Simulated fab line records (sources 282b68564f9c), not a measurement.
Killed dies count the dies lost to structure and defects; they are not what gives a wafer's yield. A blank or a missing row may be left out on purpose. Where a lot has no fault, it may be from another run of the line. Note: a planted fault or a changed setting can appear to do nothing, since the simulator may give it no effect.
Comparing a struck lot with a sound one + flow rit cmos + 14 out of 202 route steps
Sound: the wafers L402.1, L402.3, L402.5. Wafers L420.1, L420.5, L420.6 were the ones struck. Last of all comes the cause.
Order at every step that has rows: each side's tool, ch and its chambers, its first start. Under that, the readings that differ: sound wafers + struck wafers + difference of the means + sigmas: that difference in standard deviations of wafers without a fault.
alike: readings whose means differ by less than 2 such deviations, and words and numbers that are the same on both sides. not compared: withheld readings, readings that some wafer has no value for, bounds like >300 that may hide the same value, and numbers for which the record gives no deviation and whose values overlap.
Wherever a step has rows on one side only, a row that says differs or no value, or a row with sigmas, the two part there. Numbers that don't overlap but have no deviation are shown without sigmas and don't part them. A reading that every wafer of one side lacks parts them only if that side has two wafers or more.

first, 3 steps without rows for these wafers: RIT_NWELL_EXPOSE_03 (exposes mask M2, target cd 43900 nm); RIT_NWELL_PEB_04; RIT_NWELL_DEVELOP_05 (develop time 68 s).
RIT_NWELL_OVL_MEAS_06:
  sound on overlay-01 at day 1 20:36; struck on overlay-02 at day 5 15:28
  alike: NWELL_OVL
then, 2 steps without rows for these wafers: RIT_NWELL_HARDBAKE_07 (time 120 s); RIT_NWELL_IMPLANT_08.
RIT_NWELL_STRIP_09: strips in O2, time 180 s.
  sound on plasma asher-03 ch 0,1, day 1 21:02; struck on plasma asher-01 ch 0,1, day 5 15:53
  alike: drypump motor current A, rf refl power W
  not compared: rf hours counter h
RIT_NWELL_TW_MEAS_10:
  sound on film metro-02 at day 1 21:13; struck on film metro-02 at day 5 16:04
  alike: NWELL_TW
then, 2 steps without rows for these wafers: RIT_PWELL_HMDS_00 (prime time 60 s); RIT_PWELL_COAT_01 (resist thk 1300 nm).
RIT_PWELL_SOFTBAKE_02: time 61.64 s.
  sound on litho track-03 ch 0, day 1 21:34; struck on litho track-03 ch 0, day 5 16:26
  alike: plate sensor t centre C, plate sensor t edge C
then, 1 step without rows for these wafers: RIT_PWELL_EXPOSE_03 (exposes mask M3, target cd 43700 nm).
RIT_PWELL_PEB_04:
  sound on litho track-03 ch 0, day 1 21:50; struck on litho track-03, day 5 16:41
| reading         | sound          | struck | difference                    | sigmas |
|-----------------|----------------|--------|-------------------------------|--------|
| exhaust pa (Pa) | 44.4 45.0 44.7 | - - -  | no value on the struck wafers |        |
  not compared: chill plate temp C
then, 1 step without rows for these wafers: RIT_PWELL_DEVELOP_05 (develop time 68 s).

WHERE THEY PART
At RIT_PWELL_PEB_04 and nowhere else, as far as this record goes.

WHY: the cause the simulator had injected
Step skipped in full: litho track-03, at RIT_PWELL_PEB_04, from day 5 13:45 onward. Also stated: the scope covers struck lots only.
